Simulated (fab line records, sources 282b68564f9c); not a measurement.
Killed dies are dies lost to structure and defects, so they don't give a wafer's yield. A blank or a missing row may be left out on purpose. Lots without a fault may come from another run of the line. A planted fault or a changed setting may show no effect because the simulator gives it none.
One fault seen from 2 desks | flow rit_cmos | each desk has only its own numbers; what lay behind them comes last

THE TOOL OWNER'S DESK: furnace-01
The tool's own readings at RIT_REOX_OXIDATION_03 (target thk 25.2 nm, ox time 5580 s): means of the sampled wafers that have a number, for each lot that ran on this tool. A lot is out of limits, marked OUT, if its mean lies more than 4 standard deviations from the usual mean; the brackets give that distance.
Columns: A = spike_tc_centre_C at RIT_REOX_OXIDATION_03, usual 902.0 C; B = spike_tc_load_C at RIT_REOX_OXIDATION_03, usual 927.2 C; C = spike_tc_source_C at RIT_REOX_OXIDATION_03, usual 923.3 C; D = tube_center_temp_C at RIT_REOX_OXIDATION_03, usual 900 C; E = tube_center_temp_C_max at RIT_REOX_OXIDATION_03, usual 902.3
lot  | first seen here | A               | B               | C               | D                     | E
L478 | day 3 00:16     | 901.5           | 927.8           | 924.0           | 900                   | 902.2
L479 | day 3 04:45     | 900.7           | 927.2           | 923.7           | 900                   | 902.2
L480 | day 3 04:45     | 901.2           | 928.8           | 924.1           | 900                   | 902.0
L483 | day 3 20:43     | 899.8           | 926.8           | 924.3           | 900                   | 902.3
L491 | day 6 00:44     | 901.0           | 928.1           | 924.7           | 900                   | 902.6
L492 | day 6 00:44     | 902.1           | 927.5           | 924.3           | 900                   | 902.2
L495 | day 6 18:55     | 875.4 (-18) OUT | 901.8 (-23) OUT | 899.2 (-17) OUT | 875 (-99 or more) OUT | 877.2 (-56) OUT
L497 | day 6 23:24     | 875.7 (-18) OUT | 901.5 (-23) OUT | 898.5 (-18) OUT | 875 (-99 or more) OUT | 877.0 (-56) OUT
L498 | day 6 23:24     | 875.8 (-17) OUT | 902.5 (-22) OUT | 898.1 (-18) OUT | 875 (-99 or more) OUT | 877.2 (-56) OUT
This desk's finding: out of limits on L495, L497, L498; first on L495, day 6 18:55 (spike_tc_centre_C at RIT_REOX_OXIDATION_03). In limits: L478, L479, L480, L483, L491, L492.

THE METROLOGY DESK
What the gauges read, lot by lot, whatever tool the lot ran on: means of the sampled wafers that have a number. A lot is out of limits, marked OUT, if its mean lies more than 4 standard deviations from the usual mean; the brackets give that distance.
Columns: A = REOX_OXIDE_THK at RIT_REOX_THK_MEAS_04, usual 25.4 nm
lot  | first seen here | A
L478 | day 3 02:50     | 25.2
L479 | day 3 07:18     | 25.5
L480 | day 3 07:18     | 24.8
L483 | day 3 23:17     | 25.3
L485 | day 4 05:41     | 25.5
L487 | day 5 02:13     | 24.5
L488 | day 5 07:25     | 25.2
L489 | day 5 11:52     | 25.6
L490 | day 5 21:10     | 25.2
L491 | day 6 03:17     | 26.0
L492 | day 6 03:18     | 26.0
L495 | day 6 21:29     | 19.7 (-11) OUT
L497 | day 7 01:57     | 19.6 (-11) OUT
L498 | day 7 01:58     | 20.0 (-10) OUT
L499 | day 7 09:44     | 25.9
This desk's finding: out of limits on L495, L497, L498; first on L495, day 6 21:29 (REOX_OXIDE_THK at RIT_REOX_THK_MEAS_04). In limits: L478, L479, L480, L483, L485, L487, L488, L489, L490, L491, L492, L499.

PUT TOGETHER
The tool owner's desk could have raised an alarm at day 6 18:55, on L495, L497, L498.
The metrology desk could have raised an alarm at day 6 21:29, on L495, L497, L498.
Of the lots named, all ran RIT_REOX_OXIDATION_03 on furnace-01.

WHAT THE SIMULATOR HAD PUT IN
Process parameter drift: furnace-01, from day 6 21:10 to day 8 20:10, at RIT_REOX_OXIDATION_03. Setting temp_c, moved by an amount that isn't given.
Lots struck among those shown: L495, L497, L498.
